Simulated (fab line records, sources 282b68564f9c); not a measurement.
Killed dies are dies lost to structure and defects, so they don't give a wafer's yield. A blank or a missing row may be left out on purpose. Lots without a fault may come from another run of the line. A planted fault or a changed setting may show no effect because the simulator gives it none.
fab line records | flow rit_cmos
record lots=6 wafers=18 last_day=7
route steps=202 shown NLDD@113 PLDD@114 SPACER@125 M1@202
lots that met no fault: from a run of the same line without faults
start_h: hours from the record's first day to the start of the lot's first wafer shown | wait_h: hours since the lot's step before | " the same as in the row above | L1.1+2: a row that stands for several wafers | - no value, or no start given | * or withheld: withheld | < > ~ a bound
route shown NAME@n: a module of which the file shows steps, and the number in the route of the first | usual: mean/standard deviation of fault-free wafers | same: alike in all rows | chamber/n: place in a boat | sites: the reading at each site | _std_site: their standard deviation | _edge_site: outer sites' mean less inner sites' | radius_mm: how far each site lies from the wafer's centre | mask NAME#n: copy n | behind: the tool/chamber that last shaped the wafer | hold: why the lot was held/for how many hours/how that ended | device: the transistor (n, p or np) that didn't switch | end of line: the same wafers' tests at the end of the route | a step without rows: its recipe alone | killed: dies lost to structure and defects at the first sort, not the wafer's yield | map: a wafer's dies, x killed, . not, _ none there
set.NAME: the setting as run; set.NAME@STEP: as run at that earlier step | model.NAME: the simulator's own value behind a step, which no gauge read
lots at some steps of the route; a table a step, a row a wafer
services: from which hour (start_h, from the record's first day; less than 0 if before it) a tool's chamber was out of use, for how many hours, and why
## steps
# step RIT_NLDD_TW_MEAS_10
# usual NLDD_TW=2508/13
# columns lot.wafer tool chamber start_h wait_h NLDD_TW
L854.3 film_metro-02 - 80.86 0.1 2523
L854.4 " - " " 2532
L854.5 " - " " 2518
L857.1 film_metro-01 - 96.94 0.1 2534
L857.3 " - " " 2527
L857.6 " - " " 2531
L861.1 film_metro-01 - 112.82 0.1 2519
L861.2 " - " " 2535
L861.3 " - " " 2518
L862.2 film_metro-02 - 115.96 0.1 2517
L862.3 " - " " 2517
L862.4 " - " " 2510
L865.1 film_metro-02 - 132.24 0.1 2513
L865.3 " - " " 2515
L865.4 " - " " 2518
L870.1 film_metro-02 - 162.25 0.1 2488
L870.2 " - " " 2504
L870.5 " - " " 2480
# step RIT_PLDD_HMDS_00
# recipe prime_time_s=60 prime_temp_c=140
# step RIT_PLDD_COAT_01
# recipe resist=NOVOLAK spin_rpm=3250 resist_thk_nm=1000
# step RIT_PLDD_SOFTBAKE_02
# recipe resist=NOVOLAK temp_c=90 time_s=60
# step RIT_PLDD_EXPOSE_03
# recipe mask_id=M8 na=0.57 target_cd_nm=40900 dose_mj=250
# step RIT_PLDD_PEB_04
# recipe resist=NOVOLAK temp_c=withheld time_s=withheld
# step RIT_PLDD_DEVELOP_05
# recipe resist=NOVOLAK develop_time_s=50 dev_temp_c=23
# step RIT_PLDD_OVL_MEAS_06
# usual PLDD_OVL=0.2/1.3
# columns lot.wafer tool chamber start_h wait_h PLDD_OVL[nm]
L854.3 overlay-02 - 81.88 - 0.0
L854.4 " - " " -1.2
L854.5 " - " " -0.3
L857.1 overlay-02 - 97.98 - 1.0
L857.3 " - " " -0.1
L857.6 " - " " -0.4
L861.1 overlay-01 - 113.73 - 1.2
L861.2 " - " " 0.0
L861.3 " - " " -1.2
L862.2 overlay-02 - 116.99 - 1.8
L862.3 " - " " 0.5
L862.4 " - " " 2.1
L865.1 overlay-01 - 133.31 - 0.1
L865.3 " - " " 0.0
L865.4 " - " " -1.6
L870.1 overlay-01 - 163.16 - -0.2
L870.2 " - " " -1.4
L870.5 " - " " 0.1
# step RIT_PLDD_HARDBAKE_07
# recipe resist=NOVOLAK temp_c=140 time_s=60
# step RIT_PLDD_IMPLANT_08
# recipe species=BF2 energy_kev=20 dose_cm2=9e+14 tilt_deg=7.148
# step RIT_PLDD_STRIP_09
# recipe chemistry=O2 time_s=180 resist=NOVOLAK platen_temp_c=withheld power_w=500 pressure_mtorr=4000 o2_flow_sccm=4000
# usual drypump_motor_current_A=5.8/0.33
# columns lot.wafer tool chamber start_h wait_h drypump_motor_current_A rf_hours_counter_h
L854.3 plasma_asher-02 1 82.27 0.1 5.3 -
L854.4 " 0 " " 6.0 -
L854.5 " 0 " " 6.0 -
L857.1 plasma_asher-01 0 98.31 0.1 5.4 43
L857.3 " 0 " " 5.4 -
L857.6 " 1 " " 6.1 -
L861.1 plasma_asher-02 1 114.07 0.1 5.3 32
L861.2 " 0 " " 6.0 32
L861.3 " 1 " " 5.3 -
L862.2 plasma_asher-01 0 117.32 0.1 5.4 45
L862.3 " 0 " " 5.4 -
L862.4 " 1 " " 6.1 -
L865.1 plasma_asher-02 1 133.64 0.1 5.3 34
L865.3 " 0 " " 6.0 -
L865.4 " 1 " " 5.3 -
L870.1 plasma_asher-03 0 163.49 0.1 6.1 53
L870.2 " 1 " " 6.0 53
L870.5 " 0 " " 6.1 -
# step RIT_PLDD_TW_MEAS_10
# usual PLDD_TW=2365/11
# columns lot.wafer tool chamber start_h wait_h PLDD_TW
L854.3 film_metro-01 - 82.40 0.1 2380
L854.4 " - " " 2375
L854.5 " - " " 2378
L857.1 film_metro-02 - 98.49 0.1 2379
L857.3 " - " " 2369
L857.6 " - " " 2358
L861.1 film_metro-02 - 114.24 0.1 2377
L861.2 " - " " 2367
L861.3 " - " " 2375
L862.2 film_metro-01 - 117.50 0.1 2383
L862.3 " - " " 2385
L862.4 " - " " 2386
L865.1 film_metro-01 - 133.82 0.1 2356
L865.3 " - " " 2364
L865.4 " - " " 2374
L870.1 film_metro-03 - 163.67 0.1 2369
L870.2 " - " " 2362
L870.5 " - " " 2357
# step RIT_SPACER_CLEAN_00
# recipe chemistry=SC1 mix=3:3:50 time_s=600 temp_c=75
# usual run_length_s=628/3.8
# columns lot.wafer tool chamber start_h wait_h run_length_s
L854.3 wet_bench-01 2 82.44 0.0 625
L854.4 " 2 " " 625
L854.5 " 2 " " 625
L857.1 wet_bench-04 3 98.55 0.1 626
L857.3 " 3 " " 626
L857.6 " 3 " " 626
L861.1 wet_bench-04 0 114.30 0.1 508
L861.2 " 0 " " 508
L861.3 " 0 " " 508
L862.2 wet_bench-04 2 117.55 0.0 500
L862.3 " 2 " " 500
L862.4 " 2 " " 500
L865.1 wet_bench-01 1 133.88 0.1 632
L865.3 " 1 " " 632
L865.4 " 1 " " 632
L870.1 wet_bench-01 1 163.73 0.1 625
L870.2 " 1 " " 625
L870.5 " 1 " " 625
# step RIT_SPACER_CLEAN_01
# recipe chemistry=dHF dilution=50:1 time_s=30
# step RIT_M1_PROBE_99
# usual killed_at_contacts=0.1/0.32 killed_at_front_end=6.7/2.9 killed_dies=6.8/2.9 killed_open=3.3/1.7 killed_short=3.4/2.1
# same gross_dies=264 killed_at_M0_to_M3=0 killed_at_M4_up=0 killed_at_back_side=0 killed_at_other=0
# columns lot.wafer tool chamber start_h wait_h killed_at_contacts killed_at_front_end killed_dies killed_open killed_short
L854.3 prober-01 - 97.03 0.2 0 8 8 5 3
L854.4 prober-01 - 97.08 0.2 0 10 10 5 5
L854.5 prober-01 - 97.13 0.2 0 3 3 2 1
L857.1 prober-02 - 112.78 0.1 0 8 8 4 4
L857.3 prober-02 - 112.88 0.2 0 5 5 4 1
L857.6 prober-02 - 113.03 0.2 1 5 6 3 3
L861.1 prober-02 - 128.44 0.1 0 4 4 3 1
L861.2 prober-02 - 128.49 0.1 0 6 6 1 5
L861.3 prober-02 - 128.54 0.2 0 7 7 4 3
L862.2 prober-01 - 131.45 0.1 0 3 3 0 3
L862.3 prober-01 - 131.50 0.2 0 7 7 4 3
L862.4 prober-01 - 131.55 0.2 0 7 7 4 3
L865.1 prober-02 - 150.66 0.1 0 4 4 3 1
L865.3 prober-02 - 150.76 0.2 0 5 5 5 0
L865.4 prober-02 - 150.81 0.2 0 6 6 1 5
L870.1 prober-01 - 177.14 0.1 0 5 5 2 3
L870.2 prober-01 - 177.19 0.1 0 12 12 4 8
L870.5 prober-01 - 177.34 0.2 0 9 9 4 5
# killed by level:class
L854.3 FOX1:geometric_particle:short=2 FOX1:geometric_particle:open=2 SILICIDE:geometric_particle:open=2 GATE:geometric_particle:open=1 SILICIDE:geometric_particle:short=1
L854.4 GATE:geometric_particle:open=2 REOX:geometric_particle:short=2 FOX1:geometric_particle:open=1 GATE:geometric_particle:short=1 REOX:geometric_particle:open=1 SPACER:geometric_particle:open=1 SPACER:geometric_particle:short=1 SILICIDE:geometric_particle:short=1
L854.5 FOX1:geometric_particle:open=1 SILICIDE:geometric_particle:open=1 SILICIDE:geometric_particle:short=1
L857.1 GATE:geometric_particle:open=3 GATE:geometric_particle:short=2 REOX:geometric_particle:short=1 SPACER:geometric_particle:open=1 SILICIDE:geometric_particle:short=1
L857.3 SPACER:geometric_particle:open=3 REOX:geometric_particle:open=1 SPACER:geometric_particle:short=1
L857.6 FOX1:geometric_particle:open=1 REOX:geometric_particle:open=1 REOX:geometric_particle:short=1 SPACER:geometric_particle:open=1 SPACER:geometric_particle:short=1 CONTACT:geometric_particle:short=1
L861.1 GATE:geometric_particle:open=3 GATE:geometric_particle:short=1
L861.2 GATE:geometric_particle:short=3 FOX1:geometric_particle:short=1 GATE:geometric_particle:open=1 SILICIDE:geometric_particle:short=1
L861.3 GATE:geometric_particle:open=2 FOX1:geometric_particle:short=1 GATE:geometric_particle:short=1 REOX:geometric_particle:open=1 REOX:geometric_particle:short=1 SILICIDE:geometric_particle:open=1
L862.2 GATE:geometric_particle:short=2 FOX2:geometric_particle:short=1
L862.3 GATE:geometric_particle:short=2 FOX2:geometric_particle:open=1 GATE:geometric_particle:open=1 REOX:geometric_particle:open=1 SILICIDE:geometric_particle:short=1 SILICIDE:geometric_particle:open=1
L862.4 GATE:geometric_particle:open=2 GATE:geometric_particle:short=1 REOX:geometric_particle:short=1 SPACER:geometric_particle:open=1 SPACER:geometric_particle:short=1 SILICIDE:geometric_particle:open=1
L865.1 SPACER:geometric_particle:open=2 REOX:geometric_particle:short=1 SILICIDE:geometric_particle:open=1
L865.3 SILICIDE:geometric_particle:open=2 FOX1:geometric_particle:open=1 GATE:geometric_particle:open=1 SPACER:geometric_particle:open=1
L865.4 REOX:geometric_particle:short=2 FOX1:geometric_particle:short=1 FOX2:geometric_particle:short=1 REOX:geometric_particle:open=1 SILICIDE:geometric_particle:short=1
L870.1 REOX:geometric_particle:short=2 SPACER:geometric_particle:open=2 GATE:geometric_particle:short=1
L870.2 GATE:geometric_particle:short=4 REOX:geometric_particle:short=2 SILICIDE:geometric_particle:open=2 FOX1:geometric_particle:open=1 FOX2:geometric_particle:short=1 GATE:geometric_particle:open=1 SILICIDE:geometric_particle:short=1
L870.5 GATE:geometric_particle:short=2 SPACER:geometric_particle:open=2 FOX1:geometric_particle:short=1 FOX1:geometric_particle:open=1 REOX:geometric_particle:short=1 REOX:geometric_particle:open=1 SPACER:geometric_particle:short=1
## services
# columns tool chamber start_h hours kind
plasma_asher-01 - 74.94 15.6 pm
plasma_asher-01 - 106.05 2.8 repair
wet_bench-01 - 113.48 4.4 repair
plasma_asher-02 - 116.39 3.3 repair
## key
first_sign step=RIT_SPACER_CLEAN_00 reading=run_length_s direction=down sigmas=33 usual=* struck=*
effect none on later readings
met_at RIT_SPACER_CLEAN_00
struck_wafers L861.1,L861.2,L861.3,L862.2,L862.3,L862.4
tester_left_out L861,L862
onset_between 98.55 114.30
fault kind=process_parameter_drift tool=wet_bench-04 chamber=- onset_h=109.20 steps=RIT_SPACER_CLEAN_00 channel=time_s offset=* shape=step end_h=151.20 acts_in=* stated=*
# tester_left_out: of these lots the tester's yield and bins aren't shown, on N5 and GAA mostly nor the transistor test; their killed dies are dies lost to structure and defects alone, not to doping, threshold or leakage, so they don't give the yield
